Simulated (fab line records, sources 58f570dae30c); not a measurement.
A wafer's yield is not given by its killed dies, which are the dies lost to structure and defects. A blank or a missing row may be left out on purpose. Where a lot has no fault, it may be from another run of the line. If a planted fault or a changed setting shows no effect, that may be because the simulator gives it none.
Split-lot experiment / flow berkeley-cmos170 / 5 lots, 23 wafers read, on a route of 331 steps

== ABOUT THE SPLIT ==
At UCB170_M3_PEB_13, the setting peb-temp-c was moved away from the recipe's 130 C on 8 of the 23 wafers read, by +0.8% to +2.8%. For the rest of the wafers, this setting stayed at what the recipe calls for.

== FROM THE SPLIT TO THE READING: what the file shows between them, 5 steps ==
- UCB170_M3_DEVELOP_14: develop time 45 s
- UCB170_M3_CD_MEAS_15: target cd 700 nm
- UCB170_M3_ETCH_17: etches BARC in N2/H2
- UCB170_M3_METAL_ETCH_18: etches Al in Cl2/BCl3, stops on SiO2, target depth 1170 nm, time 195 s
- UCB170_M3_STRIP_19: strips in O2

== THE READING ==
At UCB170_M3_CD_MEAS_90: cd-nm in nanometres, against a target cd of 700 nm. Typical for fault-free wafers on this fab line: 699.9 nm, with standard deviation 2.5 nm.

wafer=L074.1; tool, chamber at the split=litho-track-03, 0; peb-temp-c as run, C=130; against the recipe=recipe; cd-nm, nm=701.7; against lot-mates on the recipe=-
wafer=L074.2; tool, chamber at the split=litho-track-03, 0; peb-temp-c as run, C=130; against the recipe=recipe; cd-nm, nm=703.4; against lot-mates on the recipe=-
wafer=L074.3; tool, chamber at the split=litho-track-03, 0; peb-temp-c as run, C=130; against the recipe=recipe; cd-nm, nm=701.3; against lot-mates on the recipe=-
wafer=L074.4; tool, chamber at the split=litho-track-03, 0; peb-temp-c as run, C=130; against the recipe=recipe; cd-nm, nm=702.2; against lot-mates on the recipe=-
wafer=L074.6; tool, chamber at the split=litho-track-03, 0; peb-temp-c as run, C=130; against the recipe=recipe; cd-nm, nm=699.3; against lot-mates on the recipe=-
wafer=L077.1; tool, chamber at the split=litho-track-04, 0; peb-temp-c as run, C=130; against the recipe=recipe; cd-nm, nm=704.2; against lot-mates on the recipe=-
wafer=L077.2; tool, chamber at the split=litho-track-04, 0; peb-temp-c as run, C=133.6; against the recipe=+2.8%; cd-nm, nm=682.4; against lot-mates on the recipe=-21.8
wafer=L077.3; tool, chamber at the split=litho-track-04, 0; peb-temp-c as run, C=133.6; against the recipe=+2.8%; cd-nm, nm=683.4; against lot-mates on the recipe=-20.8
wafer=L077.5; tool, chamber at the split=litho-track-04, 0; peb-temp-c as run, C=130; against the recipe=recipe; cd-nm, nm=704.1; against lot-mates on the recipe=-
wafer=L077.6; tool, chamber at the split=litho-track-04, 0; peb-temp-c as run, C=133.6; against the recipe=+2.8%; cd-nm, nm=682.8; against lot-mates on the recipe=-21.4
wafer=L076.2; tool, chamber at the split=litho-track-01, 0; peb-temp-c as run, C=130; against the recipe=recipe; cd-nm, nm=698.5; against lot-mates on the recipe=-
wafer=L076.3; tool, chamber at the split=litho-track-01, 0; peb-temp-c as run, C=130; against the recipe=recipe; cd-nm, nm=697.5; against lot-mates on the recipe=-
wafer=L076.4; tool, chamber at the split=litho-track-01, 0; peb-temp-c as run, C=131.1; against the recipe=+0.8%; cd-nm, nm=689.3; against lot-mates on the recipe=-7.2
wafer=L076.5; tool, chamber at the split=litho-track-01, 0; peb-temp-c as run, C=130; against the recipe=recipe; cd-nm, nm=693.4; against lot-mates on the recipe=-
wafer=L076.6; tool, chamber at the split=litho-track-01, 0; peb-temp-c as run, C=131.1; against the recipe=+0.8%; cd-nm, nm=691.1; against lot-mates on the recipe=-5.4
wafer=L079.1; tool, chamber at the split=litho-track-04, 0; peb-temp-c as run, C=130; against the recipe=recipe; cd-nm, nm=697.1; against lot-mates on the recipe=-
wafer=L079.3; tool, chamber at the split=litho-track-04, 0; peb-temp-c as run, C=130; against the recipe=recipe; cd-nm, nm=696.2; against lot-mates on the recipe=-
wafer=L079.6; tool, chamber at the split=litho-track-04, 0; peb-temp-c as run, C=130; against the recipe=recipe; cd-nm, nm=700.3; against lot-mates on the recipe=-
wafer=L080.1; tool, chamber at the split=litho-track-04, 0; peb-temp-c as run, C=132.5; against the recipe=+1.9%; cd-nm, nm=683.4; against lot-mates on the recipe=-16.6
wafer=L080.2; tool, chamber at the split=litho-track-04, 0; peb-temp-c as run, C=132.5; against the recipe=+1.9%; cd-nm, nm=686.8; against lot-mates on the recipe=-13.2
wafer=L080.3; tool, chamber at the split=litho-track-04, 0; peb-temp-c as run, C=132.5; against the recipe=+1.9%; cd-nm, nm=683.4; against lot-mates on the recipe=-16.6
wafer=L080.4; tool, chamber at the split=litho-track-04, 0; peb-temp-c as run, C=130; against the recipe=recipe; cd-nm, nm=700.0; against lot-mates on the recipe=-
wafer=L080.5; tool, chamber at the split=litho-track-04, 0; peb-temp-c as run, C=130; against the recipe=recipe; cd-nm, nm=700.1; against lot-mates on the recipe=-

THE FIT
A straight line over all 23 wafers: cd-nm changes by -6.76 nm for each +1% of peb-temp-c; r = -0.92; the points scatter about the line by 3 nm.
The same after taking each lot's own level away (the mean of its wafers on the recipe; 23 wafers): -7.79 nm for each +1%; r = -0.99; scatter 1.4 nm.
The reading moves by 22 nm for the largest change in peb-temp-c, on that fit.
The span of the lots' own levels, 696.47 to 704.15 nm, comes to 3.1 times the standard deviation stated above.
So the slope is not independent of the lot-to-lot level: the two fits are not the same.
Check: -21.5 nm against its lot-mates is what the line predicts for one of the wafers moved furthest among these (+2.8%) when that wafer is left out of the fit. It came out at -21.8 nm against them.

== THE WHOLE CHAIN: every reading that the file lists as answering this split, in the file's order ==
step=UCB170_M3_CD_MEAS_15; what it does=target cd 700 nm; reading=cd-nm; change (the file's fit)=-7.49 nm for each +1% of the setting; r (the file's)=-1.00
step=UCB170_M3_ETCH_17; what it does=etches BARC in N2/H2; reading=M3.cd-nm (the simulator's own value, which no gauge read); change (the file's fit)=-7.83 nm for each +1% of the setting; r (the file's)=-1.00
step=UCB170_M3_METAL_ETCH_18; what it does=etches Al in Cl2/BCl3, stops on SiO2, target depth 1170 nm, time 195 s; reading=M3.cd-nm (the simulator's own value, which no gauge read); change (the file's fit)=-7.73 nm for each +1% of the setting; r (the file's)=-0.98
step=UCB170_M3_CD_MEAS_90; what it does=target cd 700 nm; reading=cd-nm; change (the file's fit)=-7.78 nm for each +1% of the setting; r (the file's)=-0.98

== FILE'S OWN FIT ==
cd-nm changes by -7.78 nm for each +1% of peb-temp-c, r = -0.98.
